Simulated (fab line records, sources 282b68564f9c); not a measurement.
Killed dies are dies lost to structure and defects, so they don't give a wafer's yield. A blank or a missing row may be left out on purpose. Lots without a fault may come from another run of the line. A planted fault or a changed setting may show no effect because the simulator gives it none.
Which tool did it? | flow rit_cmos | 15 lots, 45 wafers sampled, at 3 steps of a route of 202

WHAT THE GAUGES READ, wafer by wafer
RIT_PLDD_TW_MEAS_10.
lot  | measured    | on            | PLDD_TW
L690 | day 3 01:11 | film_metro-04 | 2354 2342 2342
L691 | day 3 04:46 | film_metro-03 | 2311 2318 2315
L692 | day 3 06:14 | film_metro-03 | 2313 2311 2320
L694 | day 3 16:22 | film_metro-03 | 2317 2302 2315
L695 | day 3 22:35 | film_metro-03 | 2314 2298 2316
L696 | day 4 02:01 | film_metro-03 | 2307 2307 2310
L698 | day 4 12:02 | film_metro-03 | 2317 2315 2319
L699 | day 4 18:24 | film_metro-04 | 2352 2344 2348
L701 | day 5 02:05 | film_metro-04 | 2323 2338 2331
L702 | day 5 07:23 | film_metro-03 | 2301 2311 2323
L703 | day 5 11:58 | film_metro-03 | 2328 2318 2303
L708 | day 6 14:43 | film_metro-04 | 2335 2345 2342
L709 | day 6 19:50 | film_metro-03 | 2473 2468 2470
L710 | day 6 23:49 | film_metro-01 | 2461 2446 2458
L711 | day 7 03:34 | film_metro-01 | 2469 2483 2473

RIT_SDANNEAL_RS_MEAS_06: measures by four-point-probe.
lot  | measured    | on            | PLDD_RS (ohm/sq)
L690 | day 3 07:17 | film_metro-03 | 178.2 178.6 178.4
L691 | day 3 11:20 | film_metro-03 | 178.7 178.1 178.2
L692 | day 3 12:40 | film_metro-04 | 178.5 179.5 179.1
L694 | day 3 22:34 | film_metro-04 | 178.8 179.3 178.7
L695 | day 4 04:51 | film_metro-01 | 179.1 179.1 179.3
L696 | day 4 08:07 | film_metro-01 | 179.3 179.7 178.7
L698 | day 4 18:14 | film_metro-03 | 177.8 178.2 178.2
L699 | day 5 00:48 | film_metro-04 | 177.3 178.2 178.0
L701 | day 5 08:32 | film_metro-03 | 179.4 178.8 179.2
L702 | day 5 13:38 | film_metro-03 | 178.6 177.7 178.6
L703 | day 5 19:11 | film_metro-04 | 177.8 178.6 178.2
L708 | day 6 21:11 | film_metro-03 | 179.3 179.6 179.6
L709 | day 7 02:17 | film_metro-01 | 163.5 164.2 163.1
L710 | day 7 05:56 | film_metro-03 | 164.0 163.8 163.5
L711 | day 7 10:10 | film_metro-01 | 163.3 163.4 162.8

WHICH TOOL RAN EACH LOT (tool, then ch and the chambers of the sampled wafers, then the start)
lot  | RIT_PLDD_IMPLANT_08
L690 | implanter-01 ch 0, day 3 00:52
L691 | implanter-02 ch 0, day 3 04:27
L692 | implanter-01 ch 0, day 3 05:55
L694 | implanter-01 ch 0, day 3 16:03
L695 | implanter-02 ch 0, day 3 22:17
L696 | implanter-02 ch 0, day 4 01:42
L698 | implanter-01 ch 0, day 4 11:43
L699 | implanter-01 ch 0, day 4 18:05
L701 | implanter-02 ch 0, day 5 01:46
L702 | implanter-03 ch 0, day 5 07:04
L703 | implanter-03 ch 0, day 5 11:39
L708 | implanter-01 ch 0, day 6 14:25
L709 | implanter-01 ch 0, day 6 19:32
L710 | implanter-01 ch 0, day 6 23:30
L711 | implanter-01 ch 0, day 7 03:16
- RIT_PLDD_IMPLANT_08

WHAT THE TOOLS THEMSELVES READ (means of the sampled wafers that have a number; where no wafer has one, the mark that the record gives instead)
RIT_PLDD_IMPLANT_08.
lot  | tool         | beam_energy_keV
L690 | implanter-01 | 20.001
L691 | implanter-02 | 19.990
L692 | implanter-01 | 19.992
L694 | implanter-01 | 19.999
L695 | implanter-02 | 19.997
L696 | implanter-02 | 19.998
L698 | implanter-01 | 19.995
L699 | implanter-01 | 20.000
L701 | implanter-02 | 20.001
L702 | implanter-03 | 20.006
L703 | implanter-03 | 19.996
L708 | implanter-01 | 19.994
L709 | implanter-01 | 25.997
L710 | implanter-01 | 25.996
L711 | implanter-01 | 26.006

THE ANSWER, worked out from the rows above alone
Rule: what is usual is taken from the lots themselves. Put in order of their means at a reading, lots are off if they are a third of the lots or fewer, leave a main group of 4 or more, and stand apart from it by a gap of 3 or more times the standard deviation of the main group's means; of several such gaps the widest counts. A main group whose means are all the same, to the digits that the tables above print for the reading, isn't used. A lot without any number at a reading at which 4 lots or more have one is off too. The other lots that the step has rows for count as sound. The gauges are gone through in route order, then the tools' own readings, and for those a lot's mean is taken as printed above. The first step at which some lot is off is used, and at that step the reading that is off furthest; a lot without a number counts as furthest.
Off: L709, L710, L711, at RIT_PLDD_TW_MEAS_10 (PLDD_TW). The main group: mean 2322, standard deviation 14.
A tool fits if, at a process step before that reading, it ran every lot that is off, and no sound lot after the first of them. The gauges at RIT_PLDD_TW_MEAS_10 aren't tried: what is off there is off at RIT_PLDD_IMPLANT_08 too, on other tools, and a gauge's error can't cause that. One fits: implanter-01 at RIT_PLDD_IMPLANT_08. Its last sound lot is L708 (day 6 14:25), its first lot that is off L709 (day 6 19:32): a fault that began between those two fits.
The tool's own readings at RIT_PLDD_IMPLANT_08 bear it out: on the lots that are off they differ by more than 5 times the standard deviation of the sound lots' means. beam_energy_keV reads 26.000 there against 19.997 on the sound lots.

WHAT THE SIMULATOR HAD PUT IN
Process parameter drift: implanter-01, from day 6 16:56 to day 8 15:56, at RIT_PLDD_IMPLANT_08. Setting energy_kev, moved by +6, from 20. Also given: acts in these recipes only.
Lots struck among those shown: L709, L710, L711. The rule above found the same.
